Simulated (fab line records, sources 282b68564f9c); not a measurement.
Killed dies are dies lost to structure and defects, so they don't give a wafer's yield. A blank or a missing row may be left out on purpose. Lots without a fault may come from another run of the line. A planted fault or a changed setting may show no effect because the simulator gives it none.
Which tool did it? | flow rit_cmos | 15 lots, 45 wafers sampled, at 5 steps of a route of 202

WHAT THE GAUGES READ, wafer by wafer
RIT_GATE_THK_MEAS_07.
lot  | measured    | on            | GATE_OXIDE_THK (nm)
L117 | day 2 17:56 | film_metro-03 | 3.03 2.98 3.04
L118 | day 2 23:47 | film_metro-02 | 2.96 2.94 3.05
L119 | day 3 03:06 | film_metro-04 | 3.01 3.01 3.02
L120 | day 3 09:27 | film_metro-04 | 3.14 3.21 3.14
L121 | day 3 11:01 | film_metro-04 | 3.07 3.09 3.07
L122 | day 3 16:43 | film_metro-02 | 3.02 3.06 3.06
L123 | day 4 00:31 | film_metro-02 | 3.01 3.01 2.92
L126 | day 4 14:52 | film_metro-02 | 2.98 2.92 2.98
L129 | day 5 04:27 | film_metro-02 | 2.92 3.04 2.92
L130 | day 5 05:20 | film_metro-03 | 3.01 3.00 3.06
L131 | day 5 14:08 | film_metro-02 | 2.98 3.00 3.03
L134 | day 6 04:29 | film_metro-02 | 2.92 2.98 3.01
L136 | day 6 15:15 | film_metro-04 | 2.94 2.90 2.93
L137 | day 6 17:26 | film_metro-02 | 2.92 2.96 2.92
L138 | day 6 23:41 | film_metro-04 | 2.94 2.88 2.93

RIT_PLDD_TW_MEAS_10.
lot  | measured    | on            | PLDD_TW
L117 | day 3 04:40 | film_metro-03 | 2330 2340 2340
L118 | day 3 09:10 | film_metro-01 | 2337 2331 2331
L119 | day 3 12:58 | film_metro-02 | 2393 2384 2369
L120 | day 3 20:00 | film_metro-03 | 2336 2347 2343
L121 | day 3 22:20 | film_metro-02 | 2372 2381 2369
L122 | day 4 03:49 | film_metro-01 | 2348 2360 2367
L123 | day 4 11:46 | film_metro-02 | 2344 2349 2369
L126 | day 5 04:08 | film_metro-03 | 30 30 30 30 30 30
L129 | day 5 16:35 | film_metro-02 | 30 30 30 30 30 30
L130 | day 5 16:37 | film_metro-03 | 30 30 30 30 30 30
L131 | day 5 23:26 | film_metro-02 | 2351 2362 2361
L134 | day 6 16:28 | film_metro-03 | 2356 2354 2346
L136 | day 7 02:25 | film_metro-01 | 2353 2345 2336
L137 | day 7 05:12 | film_metro-02 | 2367 2357 2343
L138 | day 7 09:55 | film_metro-03 | 2344 2353 2335

RIT_NSD_OVL_MEAS_06.
lot  | measured    | on         | NSD_OVL (nm)
L117 | day 3 08:03 | overlay-02 | -0.4 1.4 2.6
L118 | day 3 12:50 | overlay-02 | 2.6 3.6 1.5
L119 | day 3 16:29 | overlay-02 | 0.1 0.3 2.4
L120 | day 3 23:31 | overlay-01 | 3.6 2.5 2.3
L121 | day 4 02:55 | overlay-02 | 1.5 0.3 0.7
L122 | day 4 07:31 | overlay-02 | 0.8 -2.2 -1.3
L123 | day 4 16:55 | overlay-02 | -1.5 0.2 -1.2
L131 | day 6 02:51 | overlay-01 | -0.6 -0.1 -1.2
L134 | day 6 19:53 | overlay-01 | 1.9 2.0 0.9
L136 | day 7 06:10 | overlay-01 | 1.9 0.6 1.2
L137 | day 7 09:53 | overlay-02 | -1.4 -1.7 -1.9
L138 | day 7 13:28 | overlay-01 | -0.1 0.3 0.0

RIT_PSD_OVL_MEAS_06.
lot  | measured    | on         | PSD_OVL (nm)
L117 | day 3 09:28 | overlay-02 | -2.9 -0.7 -0.8
L118 | day 3 14:16 | overlay-02 | -1.1 0.1 0.3
L119 | day 3 17:55 | overlay-01 | -0.8 -1.0 0.8
L120 | day 4 01:02 | overlay-01 | 3.9 1.7 3.1
L121 | day 4 04:37 | overlay-01 | -0.7 -0.5 -0.7
L122 | day 4 09:04 | overlay-01 | -0.4 1.0 0.6
L123 | day 4 18:36 | overlay-01 | -0.4 -1.7 -1.8
L131 | day 6 04:34 | overlay-01 | -1.9 -1.6 -1.3
L134 | day 6 21:19 | overlay-02 | -0.5 -0.1 0.1
L136 | day 7 07:35 | overlay-02 | 1.8 0.4 -0.6
L137 | day 7 11:38 | overlay-02 | -1.7 -1.8 -4.4
L138 | day 7 15:03 | overlay-02 | 0.3 -1.0 -1.4

WHICH TOOL RAN EACH LOT (tool, then ch and the chambers of the sampled wafers, then the start)
lot  | RIT_PLDD_DEVELOP_05
L117 | litho_track-01 ch 0, day 3 04:00
L118 | litho_track-01 ch 0, day 3 08:00
L119 | litho_track-01 ch 0, day 3 12:00
L120 | litho_track-03 ch 0, day 3 19:00
L121 | litho_track-01 ch 0, day 3 21:00
L122 | litho_track-01 ch 0, day 4 03:00
L123 | litho_track-01 ch 0, day 4 11:00
L126 | litho_track-01 ch 0, day 5 03:00
L129 | litho_track-01 ch 0, day 5 15:00
L130 | litho_track-01 ch 0, day 5 15:00
L131 | litho_track-04 ch 0, day 5 22:00
L134 | litho_track-03 ch 0, day 6 15:00
L136 | litho_track-03 ch 0, day 7 01:00
L137 | litho_track-04 ch 0, day 7 04:00
L138 | litho_track-03 ch 0, day 7 09:00
- RIT_PLDD_DEVELOP_05: develop time 50 s.

WHAT THE TOOLS THEMSELVES READ (means of the sampled wafers that have a number; where no wafer has one, the mark that the record gives instead)
The record holds no such reading with a usual standard deviation.

THE ANSWER, worked out from the rows above alone
Rule: what is usual is taken from the lots themselves. Put in order of their means at a reading, lots are off if they are a third of the lots or fewer, leave a main group of 4 or more, and stand apart from it by a gap of 3 or more times the standard deviation of the main group's means; of several such gaps the widest counts. A main group whose means are all the same, to the digits that the tables above print for the reading, isn't used. A lot without any number at a reading at which 4 lots or more have one is off too. The other lots that the step has rows for count as sound. The gauges are gone through in route order, then the tools' own readings, and for those a lot's mean is taken as printed above. The first step at which some lot is off is used, and at that step the reading that is off furthest; a lot without a number counts as furthest.
Off: L126, L129, L130, at RIT_PLDD_TW_MEAS_10 (PLDD_TW). The main group: mean 2353, standard deviation 14.
A tool fits if, at a process step before that reading, it ran every lot that is off, and no sound lot after the first of them. The gauges at RIT_PLDD_TW_MEAS_10 are tried like those tools. One fits: litho_track-01 at RIT_PLDD_DEVELOP_05. Its last sound lot is L123 (day 4 11:00), its first lot that is off L126 (day 5 03:00): a fault that began between those two fits.

WHAT THE SIMULATOR HAD PUT IN
Process parameter drift: litho_track-01, from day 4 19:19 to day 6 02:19, at RIT_PLDD_DEVELOP_05. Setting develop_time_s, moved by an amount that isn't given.
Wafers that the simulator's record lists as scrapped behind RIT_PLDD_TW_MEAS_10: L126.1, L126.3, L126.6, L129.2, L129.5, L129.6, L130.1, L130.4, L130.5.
Lots struck among those shown: L126, L129, L130. The rule above found the same.
